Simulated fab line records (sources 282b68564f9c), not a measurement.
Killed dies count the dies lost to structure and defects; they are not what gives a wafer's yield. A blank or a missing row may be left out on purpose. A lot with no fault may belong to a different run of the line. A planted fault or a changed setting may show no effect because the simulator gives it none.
A lot that was struck, set against a sound lot :: flow rit_cmos :: 44 out of 202 route steps
Sound: these wafers, L292.2, L292.4, L292.6. Wafers L304.1, L304.2, L304.4 were the ones struck. The cause is named last.
At each step with rows: each side's tool, then ch and its chambers, then its first start. Under that, the readings that differ: sound wafers :: struck wafers :: difference of the means :: sigmas: that difference in standard deviations of wafers without a fault.
alike: readings whose means differ by less than 2 such deviations, and words and numbers that are the same on both sides. not compared: withheld readings, readings that some wafer has no value for, bounds like >300 that may hide the same value, and numbers for which the record gives no deviation and whose values overlap.
The two part at a step that has a row with sigmas, a row that says differs or no value, or rows on one side only. Numbers that don't overlap but have no deviation are shown without sigmas and don't part them. Lack of a reading on every wafer of one side parts them only where that side has two or more wafers.

first, 1 step without rows for these wafers: RIT_PRETRO_IMPLANT_08.
RIT_PRETRO_STRIP_09: strips in O2, time 180 s.
  sound on plasma_asher-01 ch 0,1, day 3 09:08; struck on plasma_asher-02 ch 0,1, day 5 21:21
reading: drypump_motor_current_A (A)
sound: 6.2 6.3 6.3
struck: 5.4 5.4 5.4
difference: -0.9
sigmas: -2
  not compared: rf_hours_counter_h
RIT_PRETRO_TW_MEAS_10:
  sound on film_metro-03 at day 3 09:19; struck on film_metro-04 at day 5 21:32
  alike: PRETRO_TW
then, 5 steps without rows for these wafers: RIT_GATE_WET_ETCH_00 (etches SiO2 in BOE, target depth 56 nm, time 60 s); RIT_GATE_CLEAN_01 (cleans in SC1, time 581.4 s); RIT_GATE_CLEAN_02 (cleans in dHF, time 30 s); RIT_GATE_CLEAN_03 (cleans in SC2, time 600 s); RIT_GATE_CLEAN_04 (cleans in dHF, time 60 s).
RIT_FOX2_THK_MEAS_91:
  sound on film_metro-04 at day 3 09:59; struck on film_metro-01 at day 5 22:01
  alike: FIELD_OXIDE_LEFT_2_THK
then, 2 steps without rows for these wafers: RIT_GATE_OXIDATION_05 (target thk 3 nm, ox time 270 s); RIT_GATE_ANNEAL_06 (time 600 s).
RIT_GATE_THK_MEAS_07:
  sound on film_metro-04 at day 3 14:26; struck on film_metro-04 at day 6 00:20
  alike: GATE_OXIDE_THK
RIT_GATE_CVD_08: deposits poly-Si from SiH4, target thk 250 nm, time 2220 s.
  sound on lpcvd-02 ch 0, day 3 14:29; struck on lpcvd-01 ch 0, day 6 00:23
reading: pressure_mtorr (mTorr)
sound: 299.1 298.9 300.0
struck: 239.7 240.3 240.1
difference: -59.3
sigmas: -87

reading: model.poly-Si_of_GATE_CVD_08.thk_nm (nm)
sound: 254.5 252.1 254.9
struck: 223.5 224 221.4
difference: -30.9
sigmas: 
RIT_GATE_THK_MEAS_09:
  sound on film_metro-04 at day 3 16:56; struck on film_metro-01 at day 6 02:01
reading: GATE_POLY_THK (nm)
sound: 254.3 252.0 254.9
struck: 223.6 223.9 221.4
difference: -30.8
sigmas: -11
then, 6 steps without rows for these wafers: RIT_GATE_HMDS_10 (prime time 60 s); RIT_GATE_COAT_11 (resist thk 850 nm); RIT_GATE_SOFTBAKE_12 (time 60 s); RIT_GATE_EXPOSE_13 (exposes mask M6, target cd 150 nm); RIT_GATE_PEB_14; RIT_GATE_DEVELOP_15 (develop time 50 s).
RIT_GATE_CD_MEAS_16 targets a cd of 150 nm.
  sound on cd_sem-01 at day 3 17:58; struck on cd_sem-01 at day 6 02:58
reading: cd_nm (nm)
sound: 152.1 152.1 152.6
struck: 148.6 148.5 147.6
difference: -4.0
sigmas: -2
RIT_GATE_OVL_MEAS_17:
  sound on overlay-02 at day 3 18:05; struck on overlay-02 at day 6 03:05
  alike: GATE_OVL
then, 1 step without rows for these wafers: RIT_GATE_HARDBAKE_18 (time 60 s).
RIT_GATE_ETCH_19: etches poly-Si in SF6/CHF3/O2, stops on SiO2, time 165 s, target depth 312.5 nm.
  sound on rie_si-02 ch 0,2, day 3 18:16; struck on rie_si-02 ch 0,1,2, day 6 03:17
reading: oes_product_au (a.u.)
sound: 0.870 0.835 0.848
struck: 0.797 0.797 0.769
difference: -0.063
sigmas: -4

reading: model.etch.depth_nm (nm)
sound: 254.5 252.1 254.9
struck: 223.5 224 221.4
difference: -30.9
sigmas: 

reading: model.GATE.feature_depth_nm (nm)
sound: 254.5 252.1 254.9
struck: 223.5 224 221.4
difference: -30.9
sigmas: 
  alike: drypump_motor_current_A, throttle_valve_pct
  not compared: rf_hours_counter_h
RIT_GATE_STRIP_20: strips in O2, time 180 s.
  sound on plasma_asher-03 ch 0,1, day 3 18:22; struck on plasma_asher-03 ch 0,1, day 6 03:23
  alike: drypump_motor_current_A
  not compared: rf_hours_counter_h
RIT_GATE_CD_MEAS_90 targets a cd of 150 nm.
  sound on cd_sem-02 at day 3 18:34; struck on cd_sem-01 at day 6 03:34
  alike: cd_nm
then, 4 steps without rows for these wafers: RIT_REOX_CLEAN_00 (cleans in SC1, time 600 s); RIT_REOX_CLEAN_01 (cleans in dHF, time 30 s); RIT_REOX_CLEAN_02 (cleans in SC2, time 600 s); RIT_REOX_OXIDATION_03 (target thk 25.2 nm, ox time 5800 s).
RIT_REOX_THK_MEAS_04:
  sound on film_metro-04 at day 3 23:40; struck on film_metro-04 at day 6 07:16
  alike: REOX_OXIDE_THK
then, 6 steps without rows for these wafers: RIT_NLDD_HMDS_00 (prime time 60 s); RIT_NLDD_COAT_01 (resist thk 1000 nm); RIT_NLDD_SOFTBAKE_02 (time 60 s); RIT_NLDD_EXPOSE_03 (exposes mask M7, target cd 40700 nm); RIT_NLDD_PEB_04; RIT_NLDD_DEVELOP_05 (develop time 50 s).
RIT_NLDD_OVL_MEAS_06:
  sound on overlay-01 at day 4 00:42; struck on overlay-01 at day 6 08:19
  alike: NLDD_OVL
then, 2 steps without rows for these wafers: RIT_NLDD_HARDBAKE_07 (time 60 s); RIT_NLDD_IMPLANT_08.
RIT_NLDD_STRIP_09: strips in O2, time 180 s.
  sound on plasma_asher-04 ch 0,1, day 4 01:02; struck on plasma_asher-03 ch 0,1, day 6 08:40
  alike: drypump_motor_current_A
  not compared: rf_hours_counter_h
RIT_NLDD_TW_MEAS_10:
  sound on film_metro-03 at day 4 01:13; struck on film_metro-02 at day 6 08:50
  alike: NLDD_TW
RIT_SDANNEAL_CLEAN_02: cleans in SC2, time 600 s.
  sound on wet_bench-04 ch 0, day 4 08:40; struck on wet_bench-03 ch 3, day 6 16:10
reading: model.poly-Si_of_GATE_CVD_08.thk_nm (nm)
sound: 168.1 166.4 166.2
struck: 137.5 137.3 135
difference: -30.3
sigmas: 
RIT_M1_PROBE_99:
  sound on prober-01 at day 4 16:46; struck on prober-01 at day 7 00:58
reading: killed_at_M0_to_M3
sound: 1 0 0
struck: 0 0 0
difference: +0
sigmas: -4

reading: model.etest.nmos_turned.drive_ua_um
sound: 312.8 315.1 299.9
struck: 364.7 371.4 381
difference: +63.1
sigmas: 

reading: model.etest.pmos_turned.drive_ua_um
sound: 179.2 184.8 172.2
struck: 201 204.4 209.7
difference: +26
sigmas: 
  alike: killed_at_contacts, killed_at_front_end, killed_dies, killed_open, killed_short

== WHERE THEY PART ==
At RIT_PRETRO_STRIP_09 first; at RIT_M1_PROBE_99 last (within this record only).

WHY: what had been put in by the simulator
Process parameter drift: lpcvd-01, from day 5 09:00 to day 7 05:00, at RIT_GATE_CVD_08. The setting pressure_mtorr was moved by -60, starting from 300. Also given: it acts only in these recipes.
